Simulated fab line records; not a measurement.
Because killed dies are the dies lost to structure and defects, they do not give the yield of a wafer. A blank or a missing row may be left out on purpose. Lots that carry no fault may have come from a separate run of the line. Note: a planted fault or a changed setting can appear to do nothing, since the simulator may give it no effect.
What tool caused it?	flow ritCmos	Sampling: 13 lots, 39 wafers, 3 of 202 route steps

== WHAT THE GAUGES SHOWED, per wafer ==
RIT_PLDD_TW_MEAS_10.
lot	measured	on	PLDD_TW
L770	day 2 22:22	filmMetro-02	2330 2323 2322
L771	day 3 00:56	filmMetro-02	2336 2328 2321
L772	day 3 08:24	filmMetro-04	2347 2326 2335
L773	day 3 15:10	filmMetro-03	2345 2321 2335
L774	day 3 17:50	filmMetro-03	2341 2349 2344
L775	day 4 03:31	filmMetro-02	2337 2334 2336
L776	day 4 06:13	filmMetro-04	2305 2318 2308
L783	day 5 14:29	filmMetro-04	2645 2645 2647
L784	day 5 22:49	filmMetro-03	2660 2681 2661
L786	day 6 10:37	filmMetro-02	2320 2324 2316
L788	day 7 00:18	filmMetro-03	2356 2332 2352
L789	day 7 03:40	filmMetro-02	2353 2349 2359
L792	day 7 15:32	filmMetro-04	2322 2330 2329

RIT_SDANNEAL_RS_MEAS_06: measurement is done with a four-point probe.
lot	measured	on	PLDD_RS (ohm/sq)
L770	day 3 04:41	filmMetro-03	178.7 178.9 179.1
L771	day 3 07:17	filmMetro-03	178.4 179.3 179.1
L772	day 3 14:52	filmMetro-02	178.0 178.3 178.9
L773	day 3 21:26	filmMetro-04	178.8 178.4 178.5
L774	day 4 00:13	filmMetro-02	177.5 177.8 178.0
L775	day 4 09:57	filmMetro-04	178.6 178.4 178.6
L776	day 4 12:37	filmMetro-02	177.0 177.8 177.8
L783	day 5 20:41	filmMetro-03	154.9 155.1 155.1
L784	day 6 05:20	filmMetro-04	154.5 154.3 154.6
L786	day 6 16:57	filmMetro-02	178.6 178.7 178.1
L788	day 7 06:26	filmMetro-04	178.3 177.9 178.2
L789	day 7 09:46	filmMetro-03	179.2 179.3 179.1
L792	day 7 22:37	filmMetro-02	177.8 177.8 178.0

== EACH LOT AND THE TOOL THAT RAN IT (in order: tool; ch and the chambers of the sampled wafers; start) ==
lot	RIT_PLDD_IMPLANT_08
L770	implanter-01 ch 0, day 2 22:02
L771	implanter-01 ch 0, day 3 00:38
L772	implanter-01 ch 0, day 3 08:05
L773	implanter-04 ch 0, day 3 14:53
L774	implanter-02 ch 0, day 3 17:30
L775	implanter-02 ch 0, day 4 03:13
L776	implanter-01 ch 0, day 4 05:53
L783	implanter-02 ch 0, day 5 14:10
L784	implanter-02 ch 0, day 5 22:30
L786	implanter-01 ch 0, day 6 10:17
L788	implanter-01 ch 0, day 6 23:59
L789	implanter-01 ch 0, day 7 03:20
L792	implanter-04 ch 0, day 7 15:14
- RIT_PLDD_IMPLANT_08

== AS READ BY THE TOOLS THEMSELVES (means over the sampled wafers that have a number; for cases with no such wafer, the mark the record gives instead) ==
RIT_PLDD_IMPLANT_08.
lot	tool	doseIonsCm2	endStationPressureTorr (Torr)	faradayCurrentUA
L770	implanter-01	9e+14	7.2e-06	2831
L771	implanter-01	9e+14	6.9e-06	2818
L772	implanter-01	9e+14	7.0e-06	2817
L773	implanter-04	9e+14	7.5e-06	2834
L774	implanter-02	9e+14	7.3e-06	2814
L775	implanter-02	9e+14	6.8e-06	2804
L776	implanter-01	9e+14	7.2e-06	2810
L783	implanter-02	2e+15	8.9e-06	4989
L784	implanter-02	2e+15	8.8e-06	4877
L786	implanter-01	9e+14	7.7e-06	2817
L788	implanter-01	9e+14	7.3e-06	2860
L789	implanter-01	9e+14	7.1e-06	2866
L792	implanter-04	9e+14	7.1e-06	2802

== THE ANSWER, worked out from the rows above alone ==
Rule: the lots themselves supply what counts as usual. The widest of any qualifying gaps counts: lots, ordered by their means at a reading, are off when they make up no more than a third of the lots, leave a main group of 4 or more, and stand apart from it by 3 or more times the standard deviation of that group's means. If all means in a main group match to the digits the tables above print for the reading, that group is not used. A lot without any number at a reading at which 4 lots or more have one is off too. The other lots that the step has rows for count as sound. First the gauges in route order, then the tools' own readings, where a lot's mean is used as printed above. The first step at which some lot is off is used, and at that step the reading that is off furthest; a lot without a number counts as furthest.
Off: L783, L784, at RIT_PLDD_TW_MEAS_10 (PLDD_TW). Mean 2333 and standard deviation 12 in the main group.
A tool fits if, at a process step before that reading, it ran every lot that is off, and no sound lot after the first of them. Not tried: the gauges at RIT_PLDD_TW_MEAS_10; whatever is off there is also off at RIT_PLDD_IMPLANT_08, on other tools, and gauge error can't account for it. One candidate fits, namely implanter-02 at RIT_PLDD_IMPLANT_08. A fault onset in the window from L775 (day 4 03:13, its last sound lot) to L783 (day 5 14:10, its first lot off) fits.
The tool's own readings at RIT_PLDD_IMPLANT_08 bear it out: on the lots that are off they differ by more than 5 times the standard deviation of the sound lots' means. doseIonsCm2 reads 2e+15 there against 9e+14 on the sound lots; endStationPressureTorr reads 8.8e-06 Torr there against 7.2e-06 Torr on the sound lots; faradayCurrentUA reads 4933 there against 2825 on the sound lots.

== WHAT THE SIMULATOR PUT IN ==
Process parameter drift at RIT_PLDD_IMPLANT_08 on implanter-02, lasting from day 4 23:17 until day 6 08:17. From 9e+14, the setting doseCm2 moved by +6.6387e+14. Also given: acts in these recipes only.
Struck lots among those shown: L783, L784. This agrees with what the rule above found.
